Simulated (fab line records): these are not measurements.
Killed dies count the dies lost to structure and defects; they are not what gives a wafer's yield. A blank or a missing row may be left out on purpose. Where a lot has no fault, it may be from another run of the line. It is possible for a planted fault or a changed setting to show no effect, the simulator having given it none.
A lot that was struck, set against a sound lot || flow berkeley-cmos170 || 15 steps out of a route of 331
Sound: these wafers, L194.2, L194.3, L194.4. Struck: wafers L209.2, L209.3, L209.5. The cause is named last.
For every step that has rows: the tool of each side, followed by ch and its chambers, followed by its first start. Under that, the readings that differ: sound wafers || struck wafers || difference of the means || sigmas: that difference in standard deviations of wafers without a fault.
alike: readings with means less than 2 such deviations apart, plus words and numbers identical on both sides. not compared: withheld readings, readings lacking a value on some wafer, bounds such as >300 that could conceal the same value, and numbers that have no deviation in the record and whose values overlap.
A row with sigmas, a row that says differs or no value, or rows on one side alone: a step with any of these is where the two part. Non-overlapping numbers with no deviation appear without sigmas and do not part them. A reading that every wafer of one side lacks parts them only if that side has two wafers or more.

first, 3 steps without rows for these wafers: UCB170_ACTIVE_CLEAN_00 (cleans in SPM, time 600 s); UCB170_ACTIVE_CLEAN_01 (cleans in dHF, time 60 s); UCB170_ACTIVE_OXIDATION_02 (target thk 26.4 nm, ox time 1260 s).
UCB170_ACTIVE_THK_MEAS_03:
  struck on film-metro-03, day 8 02:41; sound on film-metro-04, day 5 13:32
  alike: ACTIVE_OXIDE_THK
then, 2 steps without rows for these wafers: UCB170_ACTIVE_ANNEAL_04 (time 900 s); UCB170_ACTIVE_CVD_05 (deposits Si3N4 from SiH2Cl2/NH3, target thk 220 nm, time 3300 s).
UCB170_ACTIVE_THK_MEAS_06:
  struck on film-metro-03, day 8 08:29; sound on film-metro-01, day 5 19:11
  alike: ACTIVE_NITRIDE_THK
then, 5 steps without rows for these wafers: UCB170_ACTIVE_HMDS_07 (prime time 60 s); UCB170_ACTIVE_COAT_08 (resist thk 900 nm); UCB170_ACTIVE_SOFTBAKE_09 (time 60 s); UCB170_ACTIVE_EXPOSE_10 (exposes mask ACTIVE, target cd 1200 nm); UCB170_ACTIVE_PEB_11.
UCB170_ACTIVE_DEVELOP_12: develop time 45 s.
  sound on litho-track-01 ch 0, day 5 21:00; struck on litho-track-01 ch 0, day 8 12:00
{"reading": "developer-temp-C (C)", "sound": "21.15 20.98 21.05", "struck": "20.08 20.19 20.06", "difference": -0.95, "sigmas": -9}
UCB170_ACTIVE_CD_MEAS_13: target cd 1200 nm.
  struck on cd-sem-02, day 8 12:17; sound on cd-sem-01, day 5 21:09
  alike: cd-nm
-- the record jumps here: 4 days lie between the struck wafers' starts before and after (it left off in module ACTIVE and takes up again in module M3, whose first step shown is number 331 of the route) --
UCB170_M3_PROBE_99:
  the record has rows for the struck wafers here (prober-01, day 12 17:05) and none for the sound ones

== WHERE THEY PART ==
Last at UCB170_M3_PROBE_99 as far as this record goes, first at UCB170_ACTIVE_DEVELOP_12.

WHY: the cause the simulator had injected
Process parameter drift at UCB170_ACTIVE_DEVELOP_12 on litho-track-01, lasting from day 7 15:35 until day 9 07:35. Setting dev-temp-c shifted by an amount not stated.
